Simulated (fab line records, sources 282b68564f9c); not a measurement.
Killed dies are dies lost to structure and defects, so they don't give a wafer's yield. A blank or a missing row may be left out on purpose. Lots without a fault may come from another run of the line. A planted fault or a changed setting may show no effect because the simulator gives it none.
Split-lot experiment | flow rit_cmos | 5 lots, 23 wafers read, on a route of 202 steps

THE SPLIT
At RIT_ACTIVE_CVD_03 (deposits Si3N4 from SiH2Cl2/NH3, target thk 150 nm, time 1500 s), the setting temp_c was moved away from the recipe's 810 C on 15 of the 23 wafers read, by -2.5% to +1.5%. The other wafers ran this setting at the recipe's value.

FROM THE SPLIT TO THE READING: what the file shows between them, 4 steps
- RIT_ACTIVE_THK_MEAS_04
- RIT_ACTIVE_DEVELOP_10: develop time 50 s (also split here: develop_time_s)
- RIT_ACTIVE_CD_MEAS_11: target cd 1400 nm
- RIT_ACTIVE_HARDBAKE_12: time 60 s

THE READING
oes_product_au, in a.u., at RIT_ACTIVE_ETCH_13 (etches Si3N4 in SF6, stops on SiO2, time 210 s, target depth 210 nm). Fault-free wafers of this fab line usually give 0.822 a.u., standard deviation 0.013 a.u..

wafer  | tool, chamber at the split | temp_c as run, C | against the recipe | oes_product_au, a.u. | against lot-mates on the recipe
L074.2 | -, -                       | 822              | +1.5%              | 0.909                | no lot-mate on the recipe
L074.3 | -, -                       | 822              | +1.5%              | 0.921                | no lot-mate on the recipe
L074.4 | -, -                       | 822              | +1.5%              | 0.926                | no lot-mate on the recipe
L074.5 | -, -                       | 822              | +1.5%              | 0.925                | no lot-mate on the recipe
L074.6 | -, -                       | 822              | +1.5%              | 0.915                | no lot-mate on the recipe
L075.2 | -, -                       | 822.2            | +1.5%              | 0.919                | no lot-mate on the recipe
L075.3 | -, -                       | 822.2            | +1.5%              | 0.915                | no lot-mate on the recipe
L075.4 | -, -                       | 822.2            | +1.5%              | 0.917                | no lot-mate on the recipe
L075.5 | -, -                       | 822.2            | +1.5%              | 0.958                | no lot-mate on the recipe
L075.6 | -, -                       | 822.2            | +1.5%              | 0.926                | no lot-mate on the recipe
L080.1 | -, -                       | 810              | recipe             | 0.822                | -
L080.3 | -, -                       | 810              | recipe             | 0.808                | -
L080.4 | -, -                       | 810              | recipe             | 0.807                | -
L080.5 | -, -                       | 810              | recipe             | 0.829                | -
L080.6 | -, -                       | 810              | recipe             | 0.808                | -
L081.1 | lpcvd-02, 0                | 810              | recipe             | 0.811                | -
L081.3 | lpcvd-02, 0                | 810              | recipe             | 0.827                | -
L081.6 | lpcvd-02, 0                | 810              | recipe             | 0.813                | -
L083.1 | -, -                       | 789.8            | -2.5%              | 0.693                | no lot-mate on the recipe
L083.3 | -, -                       | 789.8            | -2.5%              | 0.695                | no lot-mate on the recipe
L083.4 | -, -                       | 789.8            | -2.5%              | 0.697                | no lot-mate on the recipe
L083.5 | -, -                       | 789.8            | -2.5%              | 0.702                | no lot-mate on the recipe
L083.6 | -, -                       | 789.8            | -2.5%              | 0.683                | no lot-mate on the recipe

THE FIT
A straight line over all 23 wafers: oes_product_au changes by +0.0578 a.u. for each +1% of temp_c; r = +0.99; the points scatter about the line by 0.015 a.u..
Too few moved wafers have a lot-mate on the recipe to fit a line with each lot's own level taken away.

THE WHOLE CHAIN: every reading that the file lists as answering this split, in the file's order
step                   | what it does                                                        | reading                                                                        | change (the file's fit)                  | r (the file's)
RIT_ACTIVE_CVD_03      | deposits Si3N4 from SiH2Cl2/NH3, target thk 150 nm, time 1500 s     | Si3N4_of_ACTIVE_CVD_03.thk_nm (the simulator's own value, which no gauge read) | +20.1 nm for each +1% of the setting     | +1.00
RIT_ACTIVE_THK_MEAS_04 |                                                                     | ACTIVE_NITRIDE_THK                                                             | +20.1 for each +1% of the setting        | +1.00
RIT_ACTIVE_ETCH_13     | etches Si3N4 in SF6, stops on SiO2, time 210 s, target depth 210 nm | oes_product_au                                                                 | +0.0578 a.u. for each +1% of the setting | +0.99
RIT_ACTIVE_ETCH_13     | etches Si3N4 in SF6, stops on SiO2, time 210 s, target depth 210 nm | ACTIVE.feature_depth_nm (the simulator's own value, which no gauge read)       | +19.7 nm for each +1% of the setting     | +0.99
RIT_ACTIVE_ETCH_13     | etches Si3N4 in SF6, stops on SiO2, time 210 s, target depth 210 nm | etch.depth_nm (the simulator's own value, which no gauge read)                 | +19.8 nm for each +1% of the setting     | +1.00

THE FILE'S OWN FIT
oes_product_au changes by +0.0578 a.u. for each +1% of temp_c, r = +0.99.
